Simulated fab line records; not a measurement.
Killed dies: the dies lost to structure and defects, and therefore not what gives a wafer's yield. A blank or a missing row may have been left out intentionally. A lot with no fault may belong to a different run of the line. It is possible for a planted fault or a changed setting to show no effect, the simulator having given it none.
Which tool was responsible? || flow berkeley_cmos170 || 42 wafers from 14 lots sampled at 2 of the route's 331 steps

WHAT THE GAUGES READ, wafer by wafer
UCB170_PWELL_TW_MEAS_17. Usual: for PWELL_TW the level is 379 and the standard deviation is 3.
{"lot": "L172", "measured": "day 4 00:32", "on": "film_metro-02", "PWELL_TW": "376 378 376", "flag": ""}
{"lot": "L173", "measured": "day 4 01:05", "on": "film_metro-02", "PWELL_TW": "373 376 375", "flag": ""}
{"lot": "L175", "measured": "day 4 20:32", "on": "film_metro-04", "PWELL_TW": "383 383 384", "flag": ""}
{"lot": "L174", "measured": "day 4 21:31", "on": "film_metro-02", "PWELL_TW": "378 376 377", "flag": ""}
{"lot": "L176", "measured": "day 5 07:50", "on": "film_metro-02", "PWELL_TW": "377 377 376", "flag": ""}
{"lot": "L177", "measured": "day 5 08:35", "on": "film_metro-04", "PWELL_TW": "383 382 380", "flag": ""}
{"lot": "L181", "measured": "day 5 19:01", "on": "film_metro-02", "PWELL_TW": "466 466 466", "flag": "OFF"}
{"lot": "L179", "measured": "day 5 19:20", "on": "film_metro-02", "PWELL_TW": "463 465 465", "flag": "OFF"}
{"lot": "L180", "measured": "day 5 19:11", "on": "film_metro-01", "PWELL_TW": "378 378 379", "flag": ""}
{"lot": "L187", "measured": "day 7 09:12", "on": "film_metro-02", "PWELL_TW": "376 378 375", "flag": ""}
{"lot": "L189", "measured": "day 7 16:52", "on": "film_metro-04", "PWELL_TW": "385 381 380", "flag": ""}
{"lot": "L188", "measured": "day 7 17:15", "on": "film_metro-04", "PWELL_TW": "382 383 382", "flag": ""}
{"lot": "L191", "measured": "day 7 20:53", "on": "film_metro-01", "PWELL_TW": "375 377 376", "flag": ""}
{"lot": "L192", "measured": "day 8 05:37", "on": "film_metro-02", "PWELL_TW": "379 377 377", "flag": ""}

EACH LOT AND THE TOOL THAT RAN IT (in order: tool; ch and the chambers of the sampled wafers; start)
{"lot": "L172", "UCB170_PWELL_IMPLANT_15": "implanter-03 ch 0, day 4 00:17"}
{"lot": "L173", "UCB170_PWELL_IMPLANT_15": "implanter-02 ch 0, day 4 00:51"}
{"lot": "L175", "UCB170_PWELL_IMPLANT_15": "implanter-03 ch 0, day 4 20:17"}
{"lot": "L174", "UCB170_PWELL_IMPLANT_15": "implanter-02 ch 0, day 4 21:18"}
{"lot": "L176", "UCB170_PWELL_IMPLANT_15": "implanter-03 ch 0, day 5 07:35"}
{"lot": "L177", "UCB170_PWELL_IMPLANT_15": "implanter-04 ch 0, day 5 08:22"}
{"lot": "L181", "UCB170_PWELL_IMPLANT_15": "implanter-04 ch 0, day 5 18:25"}
{"lot": "L179", "UCB170_PWELL_IMPLANT_15": "implanter-03 ch 0, day 5 18:47"}
{"lot": "L180", "UCB170_PWELL_IMPLANT_15": "implanter-04 ch 0, day 5 18:56"}
{"lot": "L187", "UCB170_PWELL_IMPLANT_15": "implanter-02 ch 0, day 7 08:57"}
{"lot": "L189", "UCB170_PWELL_IMPLANT_15": "implanter-02 ch 0, day 7 16:37"}
{"lot": "L188", "UCB170_PWELL_IMPLANT_15": "implanter-03 ch 0, day 7 17:00"}
{"lot": "L191", "UCB170_PWELL_IMPLANT_15": "implanter-04 ch 0, day 7 20:39"}
{"lot": "L192", "UCB170_PWELL_IMPLANT_15": "implanter-04 ch 0, day 8 05:24"}
- UCB170_PWELL_IMPLANT_15

AS READ BY THE TOOLS THEMSELVES (means over the sampled wafers that have a number; for cases with no such wafer, the mark the record gives instead)
UCB170_PWELL_IMPLANT_15. Usual: dose_ions_cm2 5e+12, standard deviation 5.3e+09; faraday_current_uA 15.87, standard deviation 0.28.
{"lot": "L172", "tool": "implanter-03", "dose_ions_cm2": 5e+12, "faraday_current_uA": 15.75, "flag": ""}
{"lot": "L173", "tool": "implanter-02", "dose_ions_cm2": 5e+12, "faraday_current_uA": 15.70, "flag": ""}
{"lot": "L175", "tool": "implanter-03", "dose_ions_cm2": 5e+12, "faraday_current_uA": 15.55, "flag": ""}
{"lot": "L174", "tool": "implanter-02", "dose_ions_cm2": 5e+12, "faraday_current_uA": 15.93, "flag": ""}
{"lot": "L176", "tool": "implanter-03", "dose_ions_cm2": 5e+12, "faraday_current_uA": 15.89, "flag": ""}
{"lot": "L177", "tool": "implanter-04", "dose_ions_cm2": 5e+12, "faraday_current_uA": 15.74, "flag": ""}
{"lot": "L181", "tool": "implanter-04", "dose_ions_cm2": 5e+12, "faraday_current_uA": 15.66, "flag": ""}
{"lot": "L179", "tool": "implanter-03", "dose_ions_cm2": 5e+12, "faraday_current_uA": 15.82, "flag": ""}
{"lot": "L180", "tool": "implanter-04", "dose_ions_cm2": 5e+12, "faraday_current_uA": 15.85, "flag": ""}
{"lot": "L187", "tool": "implanter-02", "dose_ions_cm2": 5e+12, "faraday_current_uA": 15.82, "flag": ""}
{"lot": "L189", "tool": "implanter-02", "dose_ions_cm2": 5e+12, "faraday_current_uA": 15.83, "flag": ""}
{"lot": "L188", "tool": "implanter-03", "dose_ions_cm2": 5e+12, "faraday_current_uA": 15.91, "flag": ""}
{"lot": "L191", "tool": "implanter-04", "dose_ions_cm2": 5e+12, "faraday_current_uA": 16.08, "flag": ""}
{"lot": "L192", "tool": "implanter-04", "dose_ions_cm2": 5e+12, "faraday_current_uA": 16.06, "flag": ""}

THE ANSWER, worked out from the rows above alone
Rule: lot off if the mean of its wafers having a number is beyond 3 standard deviations from the usual mean. A lot without any number at a reading at which 4 lots or more have one is off too. Where the step has rows for the other lots, those lots are counted as sound. Order of review: gauges by route order, followed by the tools' own readings, for which a lot's mean as printed above is used. The first step at which some lot is off is used, and at that step the reading that is off furthest; a lot without a number counts as furthest.
Off: L181, L179, at UCB170_PWELL_TW_MEAS_17 (PWELL_TW).
A tool fits if, at a process step before that reading, it ran every lot that is off, and no sound lot after the first of them. Gauges at UCB170_PWELL_TW_MEAS_17: tried the same way as those tools. No candidate that was tried fits.

WHAT THE SIMULATOR PUT IN
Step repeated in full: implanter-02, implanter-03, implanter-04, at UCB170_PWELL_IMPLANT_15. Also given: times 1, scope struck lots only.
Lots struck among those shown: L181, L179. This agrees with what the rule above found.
